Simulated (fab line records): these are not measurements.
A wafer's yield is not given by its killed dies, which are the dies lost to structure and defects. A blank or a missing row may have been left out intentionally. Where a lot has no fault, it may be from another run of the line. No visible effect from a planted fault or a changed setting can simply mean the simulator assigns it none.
Commonality check across tools ; flow ritCmos ; Sample size 13 lots and 39 wafers

== WHAT PROMPTED THE OPENING ==
At RIT_GATE_CD_MEAS_16 the reading cdNm is flagged on 1 of 13 lots. No-fault wafers: 149.6 nm, standard deviation 2.4.
Rule: a lot is flagged when every wafer of it that has a number lies more than 4 standard deviations from that mean, or none has a number. As for the other lots, they are considered sound.

lot;measured;on;cdNm (nm), wafer by wafer;flag
L920;day 2 12:12;cdSem-01;147.7 148.7 147.5;
L921;day 2 19:54;cdSem-01;148.5 149.1 150.9;
L922;day 2 22:44;cdSem-01;145.6 147.4 148.7;
L923;day 3 04:55;cdSem-02;149.0 149.4 146.8;
L925;day 3 16:45;cdSem-01;147.4 147.1 151.3;
L926;day 3 20:04;cdSem-02;147.7 147.0 146.1;
L927;day 4 05:02;cdSem-01;146.5 144.7 145.2;
L936;day 5 20:01;cdSem-01;136.6 136.2 137.2;FLAGGED
L938;day 6 06:33;cdSem-01;150.4 147.5 148.7;
L939;day 6 12:13;cdSem-01;149.2 150.4 150.9;
L940;day 6 17:28;cdSem-02;149.6 150.1 152.3;
L941;day 6 22:01;cdSem-02;150.0 152.1 148.2;
L942;day 7 04:55;cdSem-02;150.3 151.3 151.1;
Average over the flagged lots: 136.7 nm; offset from the usual -12.9 nm, equal to -5 standard deviations.

== EACH LOT AND THE TOOL IT RAN ON ==
The record holds 1 process step before the reading, out of a route of 202 steps. Each cell gives the tool, then ch followed by the chambers the sampled wafers passed through, then the start.
lot;flag;RIT_GATE_DEVELOP_15
L920;;lithoTrack-04 ch 0, day 2 12:00
L921;;lithoTrack-01 ch 0, day 2 19:00
L922;;lithoTrack-03 ch 0, day 2 22:00
L923;;lithoTrack-04 ch 0, day 3 04:00
L925;;lithoTrack-03 ch 0, day 3 16:00
L926;;lithoTrack-03 ch 0, day 3 19:00
L927;;lithoTrack-04 ch 0, day 4 04:00
L936;FLAGGED;lithoTrack-04 ch 0, day 5 19:00
L938;;lithoTrack-03 ch 0, day 6 06:00
L939;;lithoTrack-01 ch 0, day 6 12:00
L940;;lithoTrack-03 ch 0, day 6 17:00
L941;;lithoTrack-03 ch 0, day 6 21:00
L942;;lithoTrack-03 ch 0, day 7 04:00
These steps, and what they do:
- RIT_GATE_DEVELOP_15: develop time 50 s.
- RIT_GATE_CD_MEAS_16: target cd 150 nm.

== FLAGGED AGAINST TOTAL, ONE TOOL AT A TIME (gauges that did the reading follow at the end) ==
step;tool;lots run;flagged;share of the flagged lots;sound lots run after its first flagged lot
RIT_GATE_DEVELOP_15;lithoTrack-01;2;0;none;-
RIT_GATE_DEVELOP_15;lithoTrack-03;7;0;none;-
RIT_GATE_DEVELOP_15;lithoTrack-04;4;1;all;0
RIT_GATE_CD_MEAS_16;cdSem-01;8;1;all;2 (L938,L939)
RIT_GATE_CD_MEAS_16;cdSem-02;5;0;none;-

== WHAT THE TABLE PERMITS ==
Rows of the table that ran all the flagged lots, 2 in number: lithoTrack-04 at RIT_GATE_DEVELOP_15; cdSem-01 at RIT_GATE_CD_MEAS_16.
- lithoTrack-04 at RIT_GATE_DEVELOP_15: 1 of its 4 lots flagged. It ran its last sound lot, L927, at day 4 04:00 and its first flagged lot, L936, at day 5 19:00: a fault with its onset between the two fits.
- cdSem-01 at RIT_GATE_CD_MEAS_16: 1 of its 8 lots flagged. Sound lots followed the first flagged one (L938, L939) on it, something a lasting fault affecting the whole tool could not allow.
What remains is a single tool, lithoTrack-04 at RIT_GATE_DEVELOP_15.

== WHAT WAS PUT IN BY THE SIMULATOR ==
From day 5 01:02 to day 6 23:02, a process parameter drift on lithoTrack-04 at RIT_GATE_DEVELOP_15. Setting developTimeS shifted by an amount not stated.
Lots struck among those shown: L936. The rule above reached the same finding.
